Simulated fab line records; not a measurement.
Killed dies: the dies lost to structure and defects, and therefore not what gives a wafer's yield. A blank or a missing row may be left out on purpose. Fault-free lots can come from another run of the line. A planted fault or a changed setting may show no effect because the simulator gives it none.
fab line records	flow berkeleyCmos170
[record] lots = 5	wafers = 23
route steps=331 shown START@3 NWELL@28 PWELL@39 ACTIVE@68 SACOX@98 NVT@111 PLDD@146 NLDD@167 NSD@188 CONTACT@217
startH: start of the lot's first displayed wafer, in hours after the record's first day	waitH: hours since the lot's step before	" the same as in the row above	L1.1+2: one row covering several wafers at once	- no value, or no start given	* or withheld: withheld	< > ~ a bound
route shown NAME@n: NAME is a module with steps in the file, n the number in the route of the first one	usual: mean/standard deviation of fault-free wafers	same: alike in all rows	chamber/n: place in a boat	sites: readings site by site	_std_site: standard deviation across them	_edge_site: inner sites' mean taken away from outer sites' mean	radiusMm: for every site, how far away it sits from the centre of the wafer	mask NAME#n: copy n	behind: the last tool/chamber to shape the wafer	hold: the reason the lot was held/the length of the hold in hours/how it ended	device: the transistor (n, p or np) that didn't switch	end of line: tests of these same wafers at the route's end	step lacking rows: just its recipe	killed: count of dies lost to structure and defects at first sort (not the wafer's yield)	map: shows each die of a wafer: x if killed, . if not, _ if none is there
set.NAME: the setting as run; set.NAME@STEP: as run at that earlier step	model.NAME: the simulator's own value behind a step, which no gauge read
one table per step and one row per wafer, for lots whose settings were changed on purpose
[[steps]]
[step UCB170_START_OXIDATION_02]
[recipe] tempC = 950	ambient = O2	targetThkA = 200	oxTimeS = 1800
lot.wafer	tool	chamber	startH	waitH	set.tempC	model.SiO2_of_START_OXIDATION_02.thkNm
L076.1	-	-	-	2.3	940.4	17.51
L076.2	"	-	"	"	940.4	17.64
L076.4	"	-	"	"	940.4	17.84
L076.5	"	-	"	"	940.4	17.7
L076.6	"	-	"	"	940.4	17.49
L077.2	-	-	-	1.8	950	20.24
L077.3	"	-	"	"	950	20.29
L077.4+5	"	-	"	"	950	20.25
L077.6	"	-	"	"	950	20.09
L079.1	-	-	-	3.9	976.3	26.29
L079.3	"	-	"	"	976.3	25.6
L079.4	"	-	"	"	976.3	25.51
L079.5	"	-	"	"	976.3	26.14
L079.6	"	-	"	"	976.3	25.89
L082.1	-	-	-	2.2	967.3	23.1
L082.2	"	-	"	"	967.3	23.37
L082.4	"	-	"	"	967.3	23.23
L082.5	"	-	"	"	967.3	23.18
L082.6	"	-	"	"	967.3	23.36
L083.1	furnace-04	0	57.22	2.1	950	20.6
L083.2	"	0	"	"	950	20.38
L083.4	"	0	"	"	950	20.79
[step UCB170_START_THK_MEAS_03]
[recipe] reads = SiO2_of_START_OXIDATION_02
[usual] START_OXIDE_THK = 20.1/0.53
lot.wafer	tool	chamber	startH	waitH	set.tempC@START_OXIDATION_02	START_OXIDE_THK[nm]
L076.1	filmMetro-04	-	-	-	940.4	17.5
L076.2	"	-	"	"	940.4	17.7
L076.4	"	-	"	"	940.4	17.9
L076.5	"	-	"	"	940.4	17.7
L076.6	"	-	"	"	940.4	17.5
L077.2	filmMetro-04	-	-	-	950	20.2
L077.3	"	-	"	"	950	20.3
L077.4	"	-	"	"	950	20.2
L077.5	"	-	"	"	950	20.2
L077.6	"	-	"	"	950	20.1
L079.1	filmMetro-04	-	-	-	976.3	26.3
L079.3	"	-	"	"	976.3	25.6
L079.4	"	-	"	"	976.3	25.5
L079.5	"	-	"	"	976.3	26.2
L079.6	"	-	"	"	976.3	25.9
L082.1	filmMetro-04	-	-	-	967.3	23.1
L082.2	"	-	"	"	967.3	23.4
L082.4	"	-	"	"	967.3	23.2
L082.5	"	-	"	"	967.3	23.2
L082.6	"	-	"	"	967.3	23.4
L083.1	filmMetro-04	-	58.72	0.0	950	20.6
L083.2	"	-	"	"	950	20.4
L083.4	"	-	"	"	950	20.8
[step UCB170_NWELL_IMPLANT_14]
[recipe] species = P	doseCm2 = 1e+13	energyKev = 150	tiltDeg = 7
lot.wafer	tool	chamber	startH	waitH	set.doseCm2
L076.1+2	implanter-02	0	41.35	0.1	1.071e+13
L076.4+5+6	"	0	"	"	1e+13
L077.2+4+6	implanter-02	0	46.42	0.1	1.05e+13
L077.3+5	"	0	"	"	1e+13
L079.1+3+4+5+6	implanter-04	0	58.77	0.1	1e+13
L082.1+4+5	implanter-02	0	74.37	0.1	1.035e+13
L082.2+6	"	0	"	"	1e+13
L083.1+2+4	implanter-02	0	78.15	0.1	1e+13
[step UCB170_NWELL_STRIP_15]
[recipe] chemistry = O2	powerW = 400	pressureMtorr = 3500	platenTempC = withheld	o2FlowSccm = 400	overashFraction = 0.5
[step UCB170_NWELL_TW_MEAS_16]
[usual] NWELL_TW = 1242/13
lot.wafer	tool	chamber	startH	waitH	set.doseCm2@NWELL_IMPLANT_14	NWELL_TW
L076.1	filmMetro-02	-	41.60	0.1	1.071e+13	1275
L076.2	"	-	"	"	1.071e+13	1284
L076.4	"	-	"	"	1e+13	1258
L076.5	"	-	"	"	1e+13	1257
L076.6	"	-	"	"	1e+13	1262
L077.2	filmMetro-01	-	46.66	0.1	1.05e+13	1253
L077.3	"	-	"	"	1e+13	1236
L077.4	"	-	"	"	1.05e+13	1260
L077.5	"	-	"	"	1e+13	1236
L077.6	"	-	"	"	1.05e+13	1255
L079.1	filmMetro-03	-	59.02	0.1	1e+13	1245
L079.3	"	-	"	"	1e+13	1254
L079.4	"	-	"	"	1e+13	1245
L079.5	"	-	"	"	1e+13	1258
L079.6	"	-	"	"	1e+13	1260
L082.1	filmMetro-02	-	74.62	0.1	1.035e+13	1265
L082.2	"	-	"	"	1e+13	1256
L082.4	"	-	"	"	1.035e+13	1266
L082.5	"	-	"	"	1.035e+13	1267
L082.6	"	-	"	"	1e+13	1258
L083.1	filmMetro-02	-	78.40	0.1	1e+13	1255
L083.2	"	-	"	"	1e+13	1259
L083.4	"	-	"	"	1e+13	1256
[step UCB170_PWELL_CVD_05]
[recipe] material = Si3N4	targetThkNm = 220	tempC = 800	precursor = SiH2Cl2/NH3	timeS = 3300	pressureMtorr = 200	sih2cl2FlowSccm = 25	nh3FlowSccm = 75
lot.wafer	tool	chamber	startH	waitH	set.timeS	model.Si3N4_of_PWELL_CVD_05.thkNm
L076.1	-	-	-	0.5	3300	219.9
L076.2	"	-	"	"	3300	221.1
L076.4	"	-	"	"	3300	221.9
L076.5	"	-	"	"	3300	222.2
L076.6	"	-	"	"	3300	222
L077.2	-	-	-	0.9	3484	230.7
L077.3	"	-	"	"	3484	230.1
L077.4	"	-	"	"	3484	229.8
L077.5	"	-	"	"	3484	229.5
L077.6	"	-	"	"	3484	229
L079.1	-	-	-	1.5	2963	198.1
L079.3	"	-	"	"	2963	196.7
L079.4	"	-	"	"	2963	197.5
L079.5	"	-	"	"	2963	198.4
L079.6	"	-	"	"	2963	198.3
L082.1	-	-	-	0.0	3074	203.2
L082.2+6	"	-	"	"	3074	200.9
L082.4	"	-	"	"	3074	201.7
L082.5	"	-	"	"	3074	200.3
L083.1	lpcvd-02	1	90.74	0.0	3300	218.7
L083.2	"	1	"	"	3300	219.3
L083.4	"	1	"	"	3300	218.3
[step UCB170_PWELL_THK_MEAS_06]
[recipe] reads = Si3N4_of_PWELL_CVD_05
[usual] PWELL_NITRIDE_THK = 219.0/1.9
lot.wafer	tool	chamber	startH	waitH	set.timeS@PWELL_CVD_05	PWELL_NITRIDE_THK[nm]
L076.1	filmMetro-02	-	-	-	3300	220.0
L076.2	"	-	"	"	3300	221.1
L076.4	"	-	"	"	3300	221.8
L076.5	"	-	"	"	3300	222.3
L076.6	"	-	"	"	3300	222.0
L077.2	filmMetro-01	-	-	-	3484	230.5
L077.3	"	-	"	"	3484	230.3
L077.4	"	-	"	"	3484	230.0
L077.5	"	-	"	"	3484	229.6
L077.6	"	-	"	"	3484	229.0
L079.1	filmMetro-02	-	-	-	2963	198.0
L079.3	"	-	"	"	2963	196.8
L079.4	"	-	"	"	2963	197.5
L079.5	"	-	"	"	2963	198.5
L079.6	"	-	"	"	2963	198.3
L082.1	filmMetro-04	-	-	-	3074	203.2
L082.2	"	-	"	"	3074	200.8
L082.4	"	-	"	"	3074	201.8
L082.5	"	-	"	"	3074	200.1
L082.6	"	-	"	"	3074	200.9
L083.1	filmMetro-04	-	92.66	0.0	3300	218.8
L083.2	"	-	"	"	3300	219.3
L083.4	"	-	"	"	3300	218.2
[step UCB170_PWELL_DEVELOP_12]
[recipe] developer = TMAH	developTimeS = 45	resist = KrF	devTempC = 21
lot.wafer	tool	chamber	startH	waitH	set.developTimeS
L076.1+2+4	lithoTrack-02	0	-	-	45
L076.5+6	"	0	"	"	50.42
L077.2+4+5	lithoTrack-04	0	-	-	40.85
L077.3+6	"	0	"	"	45
L079.1+3+4+5+6	lithoTrack-02	0	-	-	45
L082.1+2+4+5+6	lithoTrack-04	0	-	-	45
L083.1+2+4	lithoTrack-04	0	-	-	45
[step UCB170_PWELL_ETCH_14]
[recipe] chemistry = CH3F/Ar/O2	target = Si3N4	stopOn = SiO2	CH3F_flow_sccm = 20	Ar_flow_sccm = 50	O2_flow_sccm = 7	pressureMtorr = 50	rfW = 450	targetDepthA = 2420	overEtchFrac = 0.1	timeS = 151
lot.wafer	tool	chamber	startH	waitH	set.timeS@PWELL_CVD_05	model.etch.depthNm
L076.1	rieDiel-04	0	56.43	0.0	3300	219.9
L076.2+5+6	"	2,1,2	"	"	3300	-
L076.4	"	3	"	"	3300	221.9
L077.2	rieDiel-03	3	64.33	0.0	3484	230.7
L077.3+6	"	1,0	"	"	3484	-
L077.4	"	0	"	"	3484	229.8
L077.5	"	3	"	"	3484	229.5
L079.1+3+6	rieDiel-02	2,0,3	75.77	0.0	2963	-
L079.4	"	3	"	"	2963	197.5
L079.5	"	0	"	"	2963	198.4
L082.1+5	rieDiel-02	0,3	91.09	0.0	3074	-
L082.2+6	"	3,2	"	"	3074	200.9
L082.4	"	2	"	"	3074	201.7
L083.1	rieDiel-04	3	94.57	0.0	3300	218.7
L083.2	"	0	"	"	3300	219.3
L083.4	"	3	"	"	3300	218.3
[step UCB170_ACTIVE_COAT_08]
[recipe] resist = KrF	spinRpm = 1500	resistThkNm = 900
lot.wafer	tool	chamber	startH	waitH	set.spinRpm	model.KrF_of_ACTIVE_COAT_08.thkNm
L076.1	lithoTrack-02	0	83.05	0.1	1500	896.7
L076.2	"	0	"	"	1500	900.8
L076.4	"	0	"	"	1500	898
L076.5	"	0	"	"	1500	896.3
L076.6	"	0	"	"	1500	898.5
L077.2	lithoTrack-01	0	91.90	0.1	1500	900
L077.3	"	0	"	"	1562	882.2
L077.4	"	0	"	"	1562	878
L077.5	"	0	"	"	1500	896.3
L077.6	"	0	"	"	1500	897.9
L079.1	lithoTrack-03	0	101.58	0.1	1500	897.4
L079.3+4	"	0	"	"	1455	915.5
L079.5	"	0	"	"	1500	901.1
L079.6	"	0	"	"	1500	900.6
L082.1	lithoTrack-02	0	127.78	0.1	1500	898.2
L082.2	"	0	"	"	1604	868
L082.4	"	0	"	"	1604	867.1
L082.5	"	0	"	"	1604	867.7
L082.6	"	0	"	"	1500	895.4
L083.1	lithoTrack-03	0	127.91	0.1	1500	900.4
L083.2	"	0	"	"	1500	897.5
L083.4	"	0	"	"	1500	900.7
[step UCB170_ACTIVE_SOFTBAKE_09]
[recipe] resist = KrF	tempC = 130	timeS = 60
[step UCB170_ACTIVE_EXPOSE_10]
[recipe] maskId = ACTIVE	targetCdNm = 1200	na = 0.5	sigmaOuter = 0.6	sourceShape = conventional	doseMj = 20
[step UCB170_ACTIVE_ETCH_15]
[recipe] chemistry = CH3F/Ar/O2	target = Si3N4	stopOn = SiO2	CH3F_flow_sccm = 20	Ar_flow_sccm = 50	O2_flow_sccm = 7	pressureMtorr = 50	rfW = 450	targetDepthA = 2420	overEtchFrac = 0.1	timeS = 151
[step UCB170_ACTIVE_STRIP_16]
[recipe] chemistry = O2	powerW = 400	pressureMtorr = 3500	platenTempC = withheld	o2FlowSccm = 400	overashFraction = 0.5
[usual] stripTimeToEndpointS = 18.09/0.085
lot.wafer	tool	chamber	startH	waitH	set.spinRpm@ACTIVE_COAT_08	stripTimeToEndpointS
L076.1	plasmaAsher-03	0	84.33	0.1	1500	18.05
L076.2	"	1	"	"	1500	18.12
L076.4	"	0	"	"	1500	18.16
L076.5	"	0	"	"	1500	18.09
L076.6	"	1	"	"	1500	18.03
L077.2	plasmaAsher-03	1	92.82	0.1	1500	18.16
L077.3	"	0	"	"	1562	17.63
L077.4	"	1	"	"	1562	17.61
L077.5	"	1	"	"	1500	18.13
L077.6	"	0	"	"	1500	18.11
L079.1	plasmaAsher-03	1	102.54	0.1	1500	18.08
L079.3	"	1	"	"	1455	18.37
L079.4	"	0	"	"	1455	18.52
L079.5	"	1	"	"	1500	18.20
L079.6	"	0	"	"	1500	18.07
L082.1	plasmaAsher-03	0	129.30	0.1	1500	18.05
L082.2	"	1	"	"	1604	17.26
L082.4	"	0	"	"	1604	17.31
L082.5	"	0	"	"	1604	17.28
L082.6	"	1	"	"	1500	17.89
L083.1	plasmaAsher-04	1	129.47	0.1	1500	18.05
L083.2	"	0	"	"	1500	17.99
L083.4	"	1	"	"	1500	17.99
[step UCB170_SACOX_OXIDATION_01]
[recipe] tempC = 900	ambient = O2	targetThkA = 144	oxTimeS = 2400
lot.wafer	tool	chamber	startH	waitH	set.oxTimeS	model.SiO2_of_SACOX_OXIDATION_01.thkNm
L076.1+2	-	-	-	3.6	2400	14.39
L076.4	"	-	"	"	2400	14.54
L076.5	"	-	"	"	2400	14.77
L076.6	"	-	"	"	2400	14.69
L077.2	-	-	-	5.4	2500	14.35
L077.3	"	-	"	"	2500	14.29
L077.4	"	-	"	"	2500	14.53
L077.5	"	-	"	"	2500	14.63
L077.6	"	-	"	"	2500	14.32
L079.1	-	-	-	2.4	2131	13.45
L079.3	"	-	"	"	2131	13.38
L079.4	"	-	"	"	2131	13.31
L079.5	"	-	"	"	2131	13.37
L079.6	"	-	"	"	2131	13.3
L082.1	-	-	-	1.2	2400	14.31
L082.2	"	-	"	"	2400	14.13
L082.4	"	-	"	"	2400	14.36
L082.5	"	-	"	"	2400	14.2
L082.6	"	-	"	"	2400	14.11
L083.1	furnace-01	0	145.24	1.2	2400	14.46
L083.2	"	0	"	"	2400	14.4
L083.4	"	0	"	"	2400	14.35
[step UCB170_NVT_IMPLANT_07]
[recipe] species = BF2	doseCm2 = 3e+12	energyKev = 50	tiltDeg = 7
lot.wafer	tool	chamber	startH	waitH	set.doseCm2
L076.1+2+4+5+6	implanter-03	0	121.70	0.0	3e+12
L077.2+4+6	implanter-04	0	129.55	0.0	3e+12
L077.3+5	"	0	"	"	3.137e+12
L079.1+4+5	implanter-03	0	137.37	0.0	3e+12
L079.3+6	"	0	"	"	2.806e+12
L083.1+2+4	implanter-03	0	157.70	0.0	3e+12
L082.1+2+4+5+6	implanter-01	0	158.25	0.0	3e+12
[step UCB170_NVT_STRIP_08]
[recipe] chemistry = O2	powerW = 400	pressureMtorr = 3500	platenTempC = withheld	o2FlowSccm = 400	overashFraction = 0.5
[step UCB170_NVT_TW_MEAS_09]
[usual] NVT_TW = 525/4
lot.wafer	tool	chamber	startH	waitH	set.doseCm2@NVT_IMPLANT_07	NVT_TW
L076.1	filmMetro-01	-	121.95	0.1	3e+12	519
L076.2	"	-	"	"	3e+12	525
L076.4	"	-	"	"	3e+12	519
L076.5	"	-	"	"	3e+12	521
L076.6	"	-	"	"	3e+12	520
L077.2	filmMetro-03	-	129.79	0.1	3e+12	529
L077.3	"	-	"	"	3.137e+12	534
L077.4	"	-	"	"	3e+12	527
L077.5	"	-	"	"	3.137e+12	535
L077.6	"	-	"	"	3e+12	527
L079.1	filmMetro-02	-	137.65	0.1	3e+12	527
L079.3	"	-	"	"	2.806e+12	517
L079.4	"	-	"	"	3e+12	527
L079.5	"	-	"	"	3e+12	526
L079.6	"	-	"	"	2.806e+12	513
L083.1	filmMetro-02	-	157.95	0.1	3e+12	526
L083.2	"	-	"	"	3e+12	528
L083.4	"	-	"	"	3e+12	529
L082.1	filmMetro-03	-	158.50	0.1	3e+12	525
L082.2	"	-	"	"	3e+12	522
L082.4	"	-	"	"	3e+12	522
L082.5	"	-	"	"	3e+12	522
L082.6	"	-	"	"	3e+12	524
[step UCB170_PLDD_COAT_01]
[recipe] resist = KrF	spinRpm = 1500	resistThkNm = 900
lot.wafer	tool	chamber	startH	waitH	set.resistThkNm	model.KrF_of_PLDD_COAT_01.thkNm
L076.1	lithoTrack-01	0	134.28	0.1	880.6	882.8
L076.2	"	0	"	"	900	902.3
L076.4	"	0	"	"	900	902
L076.5	"	0	"	"	880.6	884.3
L076.6	"	0	"	"	900	903
L077.2	lithoTrack-03	0	144.27	0.1	926.4	927.4
L077.3	"	0	"	"	926.4	926.6
L077.4	"	0	"	"	900	900.3
L077.5	"	0	"	"	900	903
L077.6	"	0	"	"	926.4	926
L079.1	lithoTrack-03	0	156.19	0.1	900	900.9
L079.3	"	0	"	"	851	854
L079.4	"	0	"	"	900	899.5
L079.5	"	0	"	"	851	855
L079.6	"	0	"	"	851	853.9
L083.1	lithoTrack-03	0	177.42	0.1	900	898.5
L083.2	"	0	"	"	900	899.1
L083.4	"	0	"	"	900	897.1
L082.1+6	lithoTrack-04	0	177.58	0.1	900	901.6
L082.2	"	0	"	"	900	900.9
L082.4	"	0	"	"	900	900.2
L082.5	"	0	"	"	900	899.4
[step UCB170_PLDD_SOFTBAKE_02]
[recipe] resist = KrF	tempC = 130	timeS = 62.05
[step UCB170_PLDD_EXPOSE_03]
[recipe] maskId = PSELECT	na = 0.5	sigmaOuter = 0.6	sourceShape = conventional	targetCdNm = 1200	doseMj = 30
[step UCB170_PLDD_IMPLANT_08]
[recipe] species = BF2	doseCm2 = 5e+13	energyKev = 10	tiltDeg = 7	rotationDeg = 0
[step UCB170_PLDD_IMPLANT_09]
[recipe] species = BF2	doseCm2 = 5e+13	energyKev = 10	tiltDeg = 7	rotationDeg = 180
[step UCB170_PLDD_STRIP_10]
[recipe] chemistry = O2	powerW = 400	pressureMtorr = 3500	platenTempC = withheld	o2FlowSccm = 400	overashFraction = 0.5
[usual] stripTimeToEndpointS = 21.66/0.051
lot.wafer	tool	chamber	startH	waitH	set.resistThkNm@PLDD_COAT_01	stripTimeToEndpointS
L076.1	plasmaAsher-03	0	135.55	0.1	880.6	21.24
L076.2	"	1	"	"	900	21.69
L076.4	"	1	"	"	900	21.68
L076.5	"	0	"	"	880.6	21.25
L076.6	"	1	"	"	900	21.70
L077.2	plasmaAsher-02	0	145.39	0.1	926.4	22.29
L077.3	"	1	"	"	926.4	22.28
L077.4	"	0	"	"	900	21.63
L077.5	"	0	"	"	900	21.69
L077.6	"	1	"	"	926.4	22.26
L079.1	plasmaAsher-04	0	157.95	0.1	900	21.64
L079.3	"	1	"	"	851	20.51
L079.4	"	0	"	"	900	21.62
L079.5	"	1	"	"	851	20.53
L079.6	"	0	"	"	851	20.52
L083.1	plasmaAsher-03	0	178.90	0.1	900	21.58
L083.2	"	1	"	"	900	21.61
L083.4	"	1	"	"	900	21.57
L082.1	plasmaAsher-03	1	179.23	0.1	900	21.65
L082.2	"	0	"	"	900	21.63
L082.4	"	0	"	"	900	21.63
L082.5	"	0	"	"	900	21.61
L082.6	"	1	"	"	900	21.67
[step UCB170_NLDD_IMPLANT_09]
[recipe] species = As	doseCm2 = 5e+13	energyKev = 30	tiltDeg = 7	rotationDeg = 180
lot.wafer	tool	chamber	startH	waitH	set.doseCm2
L076.1+4+5	implanter-02	0	137.37	0.1	5.118e+13
L076.2+6	"	0	"	"	5e+13
L077.2+3	implanter-03	0	146.90	0.1	5e+13
L077.4+5+6	"	0	"	"	5.274e+13
L079.1+5	implanter-03	0	161.24	0.1	5.173e+13
L079.3+4+6	"	0	"	"	5e+13
L083.1+2+4	implanter-01	0	180.54	0.1	5e+13
L082.1+2+5	implanter-03	0	181.27	0.1	5e+13
L082.4+6	"	0	"	"	4.818e+13
[step UCB170_NSD_COAT_01]
[recipe] resist = KrF	spinRpm = 1500	resistThkNm = 900
lot.wafer	tool	chamber	startH	waitH	set.resistThkNm	model.KrF_of_NSD_COAT_01.thkNm
L076.1	lithoTrack-02	0	142.83	0.1	900	895.2
L076.2	"	0	"	"	932.7	929
L076.4	"	0	"	"	900	898.3
L076.5	"	0	"	"	932.7	930.6
L076.6	"	0	"	"	932.7	931
L077.2	lithoTrack-02	0	157.12	0.1	869.2	866.2
L077.3	"	0	"	"	900	899.3
L077.4	"	0	"	"	900	898.5
L077.5	"	0	"	"	869.2	865.3
L077.6	"	0	"	"	869.2	867.6
L079.1	lithoTrack-03	0	168.13	0.1	900	899.7
L079.3	"	0	"	"	900	898.8
L079.4	"	0	"	"	900	903.2
L079.5	"	0	"	"	900	900.4
L079.6	"	0	"	"	900	903
L082.1	lithoTrack-01	0	187.47	0.1	867.2	866.9
L082.2	"	0	"	"	900	900.1
L082.4	"	0	"	"	900	903
L082.5	"	0	"	"	867.2	867.3
L082.6	"	0	"	"	867.2	868
L083.1	lithoTrack-03	0	187.62	0.1	900	899.6
L083.2	"	0	"	"	900	900.7
L083.4	"	0	"	"	900	902.1
[step UCB170_CONTACT_CVD_01]
[recipe] material = PSG	targetThkNm = 700	tempC = 450	precursor = SiH4/O2/PH3	timeS = 2820	pressureMtorr = 300	sih4FlowSccm = 60	o2FlowSccm = 90	ph3FlowSccm = 25
lot.wafer	tool	chamber	startH	waitH	set.o2FlowSccm	model.PSG_of_CONTACT_CVD_01.thkNm
L076.1	-	-	-	0.9	102.8	765.8
L076.2	"	-	"	"	102.8	763.9
L076.4	"	-	"	"	102.8	758.7
L076.5	"	-	"	"	102.8	756.3
L076.6	"	-	"	"	102.8	762.7
L077.2	-	-	-	0.0	101.6	746.9
L077.3	"	-	"	"	101.6	751.7
L077.4	"	-	"	"	101.6	739.2
L077.5	"	-	"	"	101.6	749.5
L077.6	"	-	"	"	101.6	750.2
L079.1	-	-	-	1.9	90	695.3
L079.3	"	-	"	"	90	699.2
L079.4	"	-	"	"	90	699.3
L079.5	"	-	"	"	90	705.8
L079.6	"	-	"	"	90	698.7
L082.1	-	-	-	0.0	103	752.6
L082.2	"	-	"	"	103	751.2
L082.4	"	-	"	"	103	748.8
L082.5	"	-	"	"	103	750.5
L082.6	"	-	"	"	103	755.6
L083.1	lpcvd-02	1	194.08	0.0	90	699.8
L083.2	"	1	"	"	90	699.1
L083.4	"	1	"	"	90	703
[step UCB170_CONTACT_THK_MEAS_02]
[recipe] reads = PSG_of_CONTACT_CVD_01
[usual] CONTACT_PSG_THK = 701/7.8
lot.wafer	tool	chamber	startH	waitH	set.o2FlowSccm@CONTACT_CVD_01	CONTACT_PSG_THK[nm]
L076.1	filmMetro-01	-	-	-	102.8	766
L076.2	"	-	"	"	102.8	763
L076.4	"	-	"	"	102.8	758
L076.5	"	-	"	"	102.8	757
L076.6	"	-	"	"	102.8	763
L077.2	filmMetro-01	-	-	-	101.6	747
L077.3	"	-	"	"	101.6	752
L077.4	"	-	"	"	101.6	740
L077.5	"	-	"	"	101.6	749
L077.6	"	-	"	"	101.6	750
L079.1	filmMetro-04	-	-	-	90	696
L079.3	"	-	"	"	90	699
L079.4	"	-	"	"	90	699
L079.5	"	-	"	"	90	706
L079.6	"	-	"	"	90	698
L082.1	filmMetro-03	-	-	-	103	753
L082.2	"	-	"	"	103	751
L082.4	"	-	"	"	103	749
L082.5	"	-	"	"	103	750
L082.6	"	-	"	"	103	755
L083.1	filmMetro-01	-	195.87	0.0	90	700
L083.2	"	-	"	"	90	699
L083.4	"	-	"	"	90	703
[[key]]
[split] step = UCB170_START_OXIDATION_02	setting = tempC	stated = 950	by = lot
[response] step = UCB170_START_OXIDATION_02	reading = model.SiO2_of_START_OXIDATION_02.thkNm	change = +2.05	per = 1%	r = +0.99
[response] step = UCB170_START_THK_MEAS_03	reading = START_OXIDE_THK	change = +2.05	per = 1%	r = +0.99
[split] step = UCB170_NWELL_IMPLANT_14	setting = doseCm2	stated = 1e+13	by = wafer
[response] step = UCB170_NWELL_TW_MEAS_16	reading = NWELL_TW	change = +3.18	per = 1%	r = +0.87
[split] step = UCB170_PWELL_CVD_05	setting = timeS	stated = 3300	by = lot
[response] step = UCB170_PWELL_CVD_05	reading = model.Si3N4_of_PWELL_CVD_05.thkNm	change = +2.17	per = 1%	r = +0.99
[response] step = UCB170_PWELL_THK_MEAS_06	reading = PWELL_NITRIDE_THK	change = +2.17	per = 1%	r = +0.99
[response] step = UCB170_PWELL_ETCH_14	reading = model.etch.depthNm	change = +2.19	per = 1%	r = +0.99
[split] step = UCB170_PWELL_DEVELOP_12	setting = developTimeS	stated = 45	by = wafer
response none clear
[split] step = UCB170_ACTIVE_COAT_08	setting = spinRpm	stated = 1500	by = wafer
[response] step = UCB170_ACTIVE_COAT_08	reading = model.KrF_of_ACTIVE_COAT_08.thkNm	change = -4.37	per = 1%	r = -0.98
[response] step = UCB170_ACTIVE_STRIP_16	reading = stripTimeToEndpointS	change = *	per = 1%	r = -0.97
[split] step = UCB170_SACOX_OXIDATION_01	setting = oxTimeS	stated = 2400	by = lot
[response] step = UCB170_SACOX_OXIDATION_01	reading = model.SiO2_of_SACOX_OXIDATION_01.thkNm	change = +0.0768	per = 1%	r = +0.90
[split] step = UCB170_NVT_IMPLANT_07	setting = doseCm2	stated = 3e+12	by = wafer
[response] step = UCB170_NVT_TW_MEAS_09	reading = NVT_TW	change = +1.71	per = 1%	r = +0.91
[split] step = UCB170_PLDD_COAT_01	setting = resistThkNm	stated = 900	by = wafer
[response] step = UCB170_PLDD_COAT_01	reading = model.KrF_of_PLDD_COAT_01.thkNm	change = +8.48	per = 1%	r = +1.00
[response] step = UCB170_PLDD_STRIP_10	reading = stripTimeToEndpointS	change = *	per = 1%	r = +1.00
[split] step = UCB170_NLDD_IMPLANT_09	setting = doseCm2	stated = 5e+13	by = wafer
response none in this file
[split] step = UCB170_NSD_COAT_01	setting = resistThkNm	stated = 900	by = wafer
[response] step = UCB170_NSD_COAT_01	reading = model.KrF_of_NSD_COAT_01.thkNm	change = +9.35	per = 1%	r = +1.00
[split] step = UCB170_CONTACT_CVD_01	setting = o2FlowSccm	stated = 90	by = lot
[response] step = UCB170_CONTACT_CVD_01	reading = model.PSG_of_CONTACT_CVD_01.thkNm	change = +3.88	per = 1%	r = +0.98
[response] step = UCB170_CONTACT_THK_MEAS_02	reading = CONTACT_PSG_THK	change = +3.89	per = 1%	r = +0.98
